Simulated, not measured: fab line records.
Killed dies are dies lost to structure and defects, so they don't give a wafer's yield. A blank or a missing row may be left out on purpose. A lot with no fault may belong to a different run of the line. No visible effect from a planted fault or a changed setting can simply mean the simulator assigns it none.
2 desks, one fault + flow berkeleyCmos170 + only its own numbers are on each desk; what lay behind them is given at the end

THE TOOL OWNER'S DESK: lithoTrack-03
UCB170_ACTIVE_PEB_11, tool's own readings: per-lot mean of the sampled wafers with a number, covering each lot this tool ran. A lot is out of limits, marked OUT, if its mean lies more than 4 standard deviations from the usual mean; the brackets give that distance.
Columns: A = exhaustPa at UCB170_ACTIVE_PEB_11, usual 44.9 Pa; B = plateTempC at UCB170_ACTIVE_PEB_11, usual 129.98 C
| lot  | first seen here | A    | B                |
|------|-----------------|------|------------------|
| L627 | day 4 18:52     | 45.1 | 129.84           |
| L632 | day 5 21:35     | 44.7 | 129.95           |
| L634 | day 5 23:23     | 43.5 | 129.91           |
| L639 | day 7 02:49     | 45.2 | 135.42 (+42) OUT |
| L640 | day 7 03:04     | 43.5 | 135.36 (+41) OUT |
| L641 | day 7 18:55     | 44.1 | 135.47 (+42) OUT |
Finding of this desk: L639, L640, L641 out of limits; the first was L639 at day 7 02:49, on plateTempC at UCB170_ACTIVE_PEB_11. L627, L632, L634: within limits.

METROLOGY DESK
What the gauges read, lot by lot, whatever tool the lot ran on: means of the sampled wafers that have a number. A lot is out of limits, marked OUT, if its mean lies more than 4 standard deviations from the usual mean; the brackets give that distance.
Columns: A = START_OXIDE_THK at UCB170_START_THK_MEAS_03, usual 20.0 nm; B = cdNm at UCB170_ACTIVE_CD_MEAS_13, usual 1200.2 nm
| lot  | first seen here | A    | B                |
|------|-----------------|------|------------------|
| L628 | day 1 19:49     | 20.5 | 1201.3           |
| L627 | day 1 19:50     | 20.2 | 1197.3           |
| L629 | day 2 01:56     | 20.2 | 1201.6           |
| L630 | day 2 08:04     | 19.8 | 1201.0           |
| L631 | day 2 08:04     | 20.2 | 1201.5           |
| L632 | day 2 14:43     | 19.4 | 1200.5           |
| L633 | day 2 21:55     | 20.0 | 1201.1           |
| L634 | day 3 02:07     | 20.1 | 1198.8           |
| L636 | day 3 12:58     | 19.8 | 1200.1           |
| L639 | day 4 03:39     | 20.0 | 1169.0 (-20) OUT |
| L640 | day 4 08:59     | 19.4 | 1170.5 (-19) OUT |
| L641 | day 4 13:14     | 20.3 | 1176.1 (-15) OUT |
| L647 | day 5 18:26     | 20.3 | 1201.7           |
| L648 | day 6 00:52     | 20.0 | 1201.4           |
| L649 | day 6 04:18     | 19.8 | 1200.9           |
Finding of this desk: L639, L640, L641 out of limits; the first was L639 at day 7 03:05, on cdNm at UCB170_ACTIVE_CD_MEAS_13. L628, L627, L629, L630, L631, L632, L633, L634, L636, L647, L648, L649: within limits.

BROUGHT TOGETHER
The tool owner's desk had the chance to raise an alarm at day 7 02:49 on L639, L640, L641.
Metrology desk: alarm possible at day 7 03:05 on L639, L640, L641.
Of the lots named, all ran UCB170_ACTIVE_PEB_11 on lithoTrack-03.

WHAT THE SIMULATOR PUT IN
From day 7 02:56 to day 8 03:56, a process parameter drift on lithoTrack-03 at UCB170_ACTIVE_PEB_11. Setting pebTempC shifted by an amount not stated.
Shown lots that were struck: L639, L640, L641.
